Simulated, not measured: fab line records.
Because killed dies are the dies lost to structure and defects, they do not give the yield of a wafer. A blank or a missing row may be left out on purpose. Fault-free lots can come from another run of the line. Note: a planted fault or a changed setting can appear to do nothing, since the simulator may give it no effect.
Which tool did it? :: flow rit-cmos :: 45 wafers from 15 lots sampled at 2 of the route's 202 steps

WHAT THE GAUGES SHOWED, per wafer
The record lacks any reading of a measuring or inspecting step that a usual standard deviation could be used to judge.

TOOL THAT RAN EACH LOT (tool first, then ch and the chambers of the sampled wafers, then the start)
lot: L945
RIT_NRETRO_IMPLANT_08: implanter-03 ch 0, day 2 06:04
RIT_M1_PROBE_99: -

lot: L946
RIT_NRETRO_IMPLANT_08: implanter-04 ch 0, day 2 15:10
RIT_M1_PROBE_99: -

lot: L947
RIT_NRETRO_IMPLANT_08: implanter-03 ch 0, day 2 22:09
RIT_M1_PROBE_99: -

lot: L948
RIT_NRETRO_IMPLANT_08: implanter-04 ch 0, day 3 04:45
RIT_M1_PROBE_99: -

lot: L949
RIT_NRETRO_IMPLANT_08: implanter-04 ch 0, day 3 10:46
RIT_M1_PROBE_99: -

lot: L950
RIT_NRETRO_IMPLANT_08: implanter-03 ch 0, day 3 14:50
RIT_M1_PROBE_99: -

lot: L953
RIT_NRETRO_IMPLANT_08: implanter-03 ch 0, day 4 03:37
RIT_M1_PROBE_99: -

lot: L954
RIT_NRETRO_IMPLANT_08: implanter-03 ch 0, day 4 08:44
RIT_M1_PROBE_99: -

lot: L957
RIT_NRETRO_IMPLANT_08: implanter-03 ch 0, day 5 00:34
RIT_M1_PROBE_99: -

lot: L958
RIT_NRETRO_IMPLANT_08: implanter-04 ch 0, day 5 05:14
RIT_M1_PROBE_99: -

lot: L963
RIT_NRETRO_IMPLANT_08: implanter-01 ch 0, day 6 01:41
RIT_M1_PROBE_99: -

lot: L964
RIT_NRETRO_IMPLANT_08: implanter-04 ch 0, day 6 06:55
RIT_M1_PROBE_99: -

lot: L965
RIT_NRETRO_IMPLANT_08: implanter-01 ch 0, day 6 11:23
RIT_M1_PROBE_99: -

lot: L966
RIT_NRETRO_IMPLANT_08: implanter-01 ch 0, day 6 15:53
RIT_M1_PROBE_99: prober-02, day 7 20:56

lot: L967
RIT_NRETRO_IMPLANT_08: implanter-01 ch 0, day 6 21:31
RIT_M1_PROBE_99: -
- RIT_NRETRO_IMPLANT_08
- RIT_M1_PROBE_99

WHAT THE TOOLS THEMSELVES READ (means of the sampled wafers that have a number; where no wafer has one, the mark that the record gives instead)
RIT_NRETRO_IMPLANT_08.
lot: L945
tool: implanter-03
beam-energy-keV: 69.992

lot: L946
tool: implanter-04
beam-energy-keV: 69.994

lot: L947
tool: implanter-03
beam-energy-keV: 69.977

lot: L948
tool: implanter-04
beam-energy-keV: 70.024

lot: L949
tool: implanter-04
beam-energy-keV: 70.011

lot: L950
tool: implanter-03
beam-energy-keV: 70.007

lot: L953
tool: implanter-03
beam-energy-keV: 67.596

lot: L954
tool: implanter-03
beam-energy-keV: 67.595

lot: L957
tool: implanter-03
beam-energy-keV: 67.604

lot: L958
tool: implanter-04
beam-energy-keV: 69.972

lot: L963
tool: implanter-01
beam-energy-keV: 69.982

lot: L964
tool: implanter-04
beam-energy-keV: 69.966

lot: L965
tool: implanter-01
beam-energy-keV: 69.979

lot: L966
tool: implanter-01
beam-energy-keV: 69.997

lot: L967
tool: implanter-01
beam-energy-keV: 69.979

RIT_M1_PROBE_99.
lot: L966
tool: prober-02
killed-at-contacts: 0.0
killed-at-front-end: 8.7
killed-dies: 8.7
killed-open: 4.7
killed-short: 4.0

THE ANSWER, worked out from the rows above alone
Rule: the usual values come from the lots themselves. Put in order of their means at a reading, lots are off if they are a third of the lots or fewer, leave a main group of 4 or more, and stand apart from it by a gap of 3 or more times the standard deviation of the main group's means; of several such gaps the widest counts. A main group is skipped when, at the precision printed for the reading in the tables above, its means are all equal. A lot without any number at a reading at which 4 lots or more have one is off too. The other lots that the step has rows for count as sound. Order of review: gauges by route order, followed by the tools' own readings, for which a lot's mean as printed above is used. At the first step where some lot is off, the reading lying furthest off is the one used; lots without a number count as furthest.
Off: L953, L954, L957 (RIT_NRETRO_IMPLANT_08, beam-energy-keV). The main group: mean 69.990, standard deviation 0.017.
If a tool, at that step or one of the process steps before it, ran each lot that is off and ran no sound lot following the first of them, it fits. One fits: implanter-03 at RIT_NRETRO_IMPLANT_08. Its last sound lot is L950 (day 3 14:50), its first lot that is off L953 (day 4 03:37): a fault that began between those two fits.
On the lots that are off, the tool's own readings at RIT_NRETRO_IMPLANT_08 differ by more than 5 times the standard deviation of the sound lots' means, which bears it out; beam-energy-keV reads 67.598 there versus 69.990 on the sound lots.

WHAT THE SIMULATOR PUT IN
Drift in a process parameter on implanter-03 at RIT_NRETRO_IMPLANT_08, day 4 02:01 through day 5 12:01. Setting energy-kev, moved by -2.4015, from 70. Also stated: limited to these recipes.
Shown lots that were struck: L953, L954, L957. The rule above reached the same finding.
